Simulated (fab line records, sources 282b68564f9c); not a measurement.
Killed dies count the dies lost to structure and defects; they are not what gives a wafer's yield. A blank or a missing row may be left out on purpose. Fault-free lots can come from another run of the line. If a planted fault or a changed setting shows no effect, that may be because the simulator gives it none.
Shared-tool check	flow ritCmos	42 wafers sampled across 14 lots

== WHY THIS WAS OPENED ==
2 of 14 lots carry a flag on the reading PWELL_RS at RIT_WELLDRIVE_RS_MEAS_02. Fault-free wafers read 429.4 ohm/sq, with a standard deviation of 1.1.
Rule: a lot is flagged in two cases, either no wafer of it has a number, or all its wafers with numbers fall more than 4 standard deviations from that mean. As for the other lots, they are considered sound.

lot	measured	on	PWELL_RS (ohm/sq), wafer by wafer	flag
L734	day 2 11:19	filmMetro-03	427.8 427.2 427.5	
L735	day 2 16:43	filmMetro-02	429.9 429.1 430.6	
L736	day 2 21:47	filmMetro-02	428.2 427.7 427.5	
L737	day 3 01:04	filmMetro-03	431.0 430.6 430.3	
L738	day 3 05:16	filmMetro-01	429.2 428.8 428.6	
L739	day 3 10:24	filmMetro-02	429.5 428.2 429.0	
L740	day 3 16:10	filmMetro-03	430.6 430.7 428.7	
L742	day 4 01:58	filmMetro-02	429.3 429.4 428.9	
L745	day 4 16:04	filmMetro-03	428.8 429.2 429.6	
L747	day 5 00:50	filmMetro-01	436.5 435.6 436.3	FLAGGED
L749	day 5 09:10	filmMetro-03	438.3 439.1 436.9	FLAGGED
L754	day 6 13:54	filmMetro-03	429.0 428.9 428.8	
L755	day 6 18:59	filmMetro-01	430.1 429.7 430.1	
L756	day 6 21:04	filmMetro-01	429.8 429.1 429.6	
The numbers of the flagged lots are 437.1 ohm/sq on average: +7.7 ohm/sq against the usual, or +7 standard deviations.

== WHICH TOOL RAN EACH LOT ==
The record holds 1 process step before the reading, out of a route of 202 steps. Cell contents, in order: the tool; ch with the chambers the sampled wafers went through; the start.
lot	flag	RIT_PWELL_IMPLANT_08
L734		implanter-04 ch 0, day 2 05:16
L735		implanter-03 ch 0, day 2 09:26
L736		implanter-03 ch 0, day 2 15:10
L737		implanter-03 ch 0, day 2 19:29
L738		implanter-01 ch 0, day 2 23:06
L739		implanter-04 ch 0, day 3 03:08
L740		implanter-03 ch 0, day 3 10:16
L742		implanter-03 ch 0, day 3 18:01
L745		implanter-03 ch 0, day 4 07:59
L747	FLAGGED	implanter-01 ch 0, day 4 18:01
L749	FLAGGED	implanter-01 ch 0, day 5 03:27
L754		implanter-04 ch 0, day 6 08:19
L755		implanter-03 ch 0, day 6 11:11
L756		implanter-04 ch 0, day 6 15:21
What the steps here do:
- RIT_PWELL_IMPLANT_08
- RIT_WELLDRIVE_RS_MEAS_02: measures by four-point-probe.

== FLAGGED AGAINST TOTAL, ONE TOOL AT A TIME (gauges that did the reading follow at the end) ==
step	tool	lots run	flagged	share of the flagged lots	sound lots run after its first flagged lot
RIT_PWELL_IMPLANT_08	implanter-01	3	2	all	0
RIT_PWELL_IMPLANT_08	implanter-03	7	0	none	-
RIT_PWELL_IMPLANT_08	implanter-04	4	0	none	-
RIT_WELLDRIVE_RS_MEAS_02	filmMetro-01	4	1	some	2 (L755,L756)
RIT_WELLDRIVE_RS_MEAS_02	filmMetro-02	4	0	none	-
RIT_WELLDRIVE_RS_MEAS_02	filmMetro-03	6	1	some	1 (L754)

== WHAT THE TABLE PERMITS ==
All flagged lots share 1 row of the table, namely implanter-01 at RIT_PWELL_IMPLANT_08.
- implanter-01 at RIT_PWELL_IMPLANT_08 ran 3 lots, 2 of them flagged. It ran its last sound lot, L738, at day 2 23:06 and its first flagged lot, L747, at day 4 18:01: a fault with its onset between the two fits. Its own readings lie more than 4 standard deviations out on every wafer of the flagged lots: beamEnergyKeV.
Left over: one tool, implanter-01 at RIT_PWELL_IMPLANT_08.

== WHAT HAD BEEN PUT IN BY THE SIMULATOR ==
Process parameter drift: implanter-01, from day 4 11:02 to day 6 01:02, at RIT_PWELL_IMPLANT_08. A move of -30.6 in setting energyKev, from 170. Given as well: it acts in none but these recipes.
Shown lots that were struck: L747, L749. The rule above found the same.
